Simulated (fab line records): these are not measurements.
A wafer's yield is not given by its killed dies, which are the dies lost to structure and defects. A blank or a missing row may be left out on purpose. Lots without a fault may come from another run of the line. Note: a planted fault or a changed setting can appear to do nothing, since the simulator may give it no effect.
Problem report, 8D (eight disciplines) form, completed by code	flow berkeley cmos170	the parts of the form that need people (team, actions taken, sign-off) are left out

== 1. THE PROBLEM ==
Wafers without a fault read 702 nm, standard deviation 3.8; cd nm at UCB170_M2_CD_MEAS_90 reads a mean of 724 nm on 9 wafers belonging to 3 lots. Relative to the usual mean, that is a shift of +5.8 standard deviations.
The step: target cd 700 nm.
First observed at day 9 08:29: wafer L743.3, on cd sem-02. Wafers with a number at this step in the record: 45, from 15 lots. By rule, "out" or "out of limits" means more than 4 standard deviations away from the usual mean. The other wafers with a number count as sound.

== 2. WHAT THIS IS AND IS NOT ==
question	is	is not
which readings at this step	cd nm	-
which lots	L743, L746, L747	L735, L737, L738, L739, L740, L741, L742, L749, L753, L754, L755, L756
which wafers of those lots	all that have a number	-
read on which gauges	cd sem-01, cd sem-02	-
when	from day 9 08:29	up to then (21 sound wafers); but 15 sound wafers of L749, L753, L754, L755, L756 came after

== 3. THE SUSPECTS, EACH WITH WHAT RULES IT OUT ==
Counting: a tool at any process step up to the reading remains a suspect when it ran all the lots that are out and ran no sound lot after the first of those.
- the gauge at UCB170_M2_CD_MEAS_90 is ruled out. 2 gauges (cd sem-01, cd sem-02) read the wafers that are out.
- rie metal-02 at UCB170_M2_METAL_ETCH_18 (etches Al in Cl2/BCl3, stops on SiO2, target depth 1170 nm, time 195 s): kept. It ran every lot that is out, first L743 (day 9 08:13), and no sound lot after that; its last sound lot up to then is L741 (day 8 11:04). On those wafers its own readings are out: oes product au, run length s.
Left after counting: rie metal-02 at UCB170_M2_METAL_ETCH_18.

== 4. THE CAUSE (what the simulator had put in) ==
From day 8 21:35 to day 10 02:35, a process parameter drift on rie metal-02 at UCB170_M2_METAL_ETCH_18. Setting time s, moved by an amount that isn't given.
This tool alone remained once counting was done.

== 5. SEQUENCE OF EFFECTS, ordered by route ==
One row per reading whose mean, taken over the struck wafers that have a number, lies over 3 standard deviations from the usual. Readings are gone through only where the record gives a usual standard deviation; hours: the median, over the lots, of the time from a lot's start at the first step in this table giving one to that lot's start at this step; sigmas: the change measured in usual standard deviations.
hours	step	reading	usual	on struck wafers	change	sigmas
0	UCB170_M2_METAL_ETCH_18	oes product au	0.853 a.u.	1.033	+0.180	+24
0	UCB170_M2_METAL_ETCH_18	run length s	223.3 s	133.3	-90.0	-99 or more
0	UCB170_M2_STRIP_19	oes product au	0.547 a.u.	0.721	+0.174	+7.6
0	UCB170_M2_CD_MEAS_90	cd nm	702 nm	724	+22	+5.8
Here are the process steps it includes:
- UCB170_M2_METAL_ETCH_18: etches Al in Cl2/BCl3, stops on SiO2, target depth 1170 nm, time 195 s.
- UCB170_M2_STRIP_19: strips in O2.

== 6. WHAT WOULD HAVE CAUGHT IT SOONER ==
11 hours passed between the start of the fault at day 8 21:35 and the first reading out of limits at a measuring or inspecting step in this record, taken at day 9 08:29.
At UCB170_M2_METAL_ETCH_18, the tool's own readings (oes product au, run length s) were out on each struck wafer the step has a row for, so an alarm limit on them would have fired on the first such wafer.
Among the 3 lots that are out, L747, L746 began UCB170_M2_METAL_ETCH_18 on rie metal-02 after day 9 08:29. A hold on the tool at that time would have spared those 2.
